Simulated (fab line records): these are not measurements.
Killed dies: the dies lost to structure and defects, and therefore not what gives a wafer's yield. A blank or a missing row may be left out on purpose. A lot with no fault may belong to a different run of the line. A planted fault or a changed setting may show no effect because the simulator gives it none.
2 desks, one fault ; flow rit_cmos ; each desk has only its own numbers; what lay behind them comes last

== AT THE METROLOGY DESK ==
What the gauges read for every lot (on any tool): the sampled wafers with a number, averaged. Any lot whose mean is over 4 standard deviations away from the usual mean is out of limits and marked OUT; that distance is given in the brackets. 7 of its 14 readings are shown: the first one out of limits and those lying furthest out on some lot.
Columns: A = PSD_RS at RIT_SDANNEAL_RS_MEAS_04, usual 116.06 ohm/sq; B = SILICIDE_TI_THK at RIT_SILICIDE_THK_MEAS_03, usual 30.2 nm; C = cd_nm at RIT_CONTACT_CD_MEAS_08, usual 1000.3 nm; D = cd_nm at RIT_CONTACT_CD_MEAS_90, usual 1000.2 nm; E = M1_AL_RS at RIT_M1_RS_MEAS_01, usual 0.0749 ohm/sq; F = M1_AL_THK at RIT_M1_THK_MEAS_02, usual 397 nm; G = cd_nm at RIT_M1_CD_MEAS_09, usual 2600.0 nm
lot;first seen here;A;B;C;D;E;F;G
L748;day 5 11:10;116.17;30.4;998.9;999.1;0.0750;397;2602.1
L750;day 5 21:01;115.96;30.6;996.8;997.2;0.0736;401;2613.5 (+6.4) OUT
L752;day 6 12:35;116.46;30.2;1001.0;1001.2;0.0753;394;2602.2
L758;day 7 11:58;116.44;29.5;1003.5;1003.5;0.0759;386;2600.2
L761;day 8 00:14;116.38;30.4;1001.7;1001.5;0.0743;401;2601.3
L762;day 8 02:52;115.86;30.0;1001.5;1001.4;0.0750;398;2598.4
This desk finds L750 out of limits, L750 being first, at day 6 01:44 (cd_nm at RIT_M1_CD_MEAS_09). Within limits: L748, L752, L758, L761, L762.

== AT THE TOOL OWNER'S DESK: rtp_anneal-02 ==
The tool's own readings at RIT_SILICIDE_RTA_04 (time 10 s, ramp up 5 s, ramp down 5 s): means of the sampled wafers that have a number, for each lot that ran on this tool. Any lot whose mean is over 4 standard deviations away from the usual mean is out of limits and marked OUT; that distance is given in the brackets.
Columns: A = wafer_temp_C_max at RIT_SILICIDE_RTA_04, usual 653.5
lot;first seen here;A
L748;day 5 11:59;656.7 (+4.5) OUT
L750;day 5 21:49;657.6 (+5.8) OUT
L762;day 8 03:40;653.3
This desk finds L748, L750 out of limits, L748 being first, at day 5 11:59 (wafer_temp_C_max at RIT_SILICIDE_RTA_04). Within limits: L762.

== ALL TOGETHER ==
On L748, L750, at day 5 11:59, an alarm was possible from the tool owner's desk.
At day 6 01:44 the metrology desk could have sounded an alarm, on L750.
The metrology desk has L748 on record, within its limits.
On rtp_anneal-02, each named lot ran RIT_SILICIDE_RTA_04.

== WHAT HAD BEEN PUT IN BY THE SIMULATOR ==
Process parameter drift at RIT_SILICIDE_RTA_04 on rtp_anneal-02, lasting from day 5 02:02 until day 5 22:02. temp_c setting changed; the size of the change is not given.
Shown lots that were struck: L748, L750.
Counting hours from when the fault started, the first reading out of limits came at 10 for the tool owner's desk and at 24 for the metrology desk.
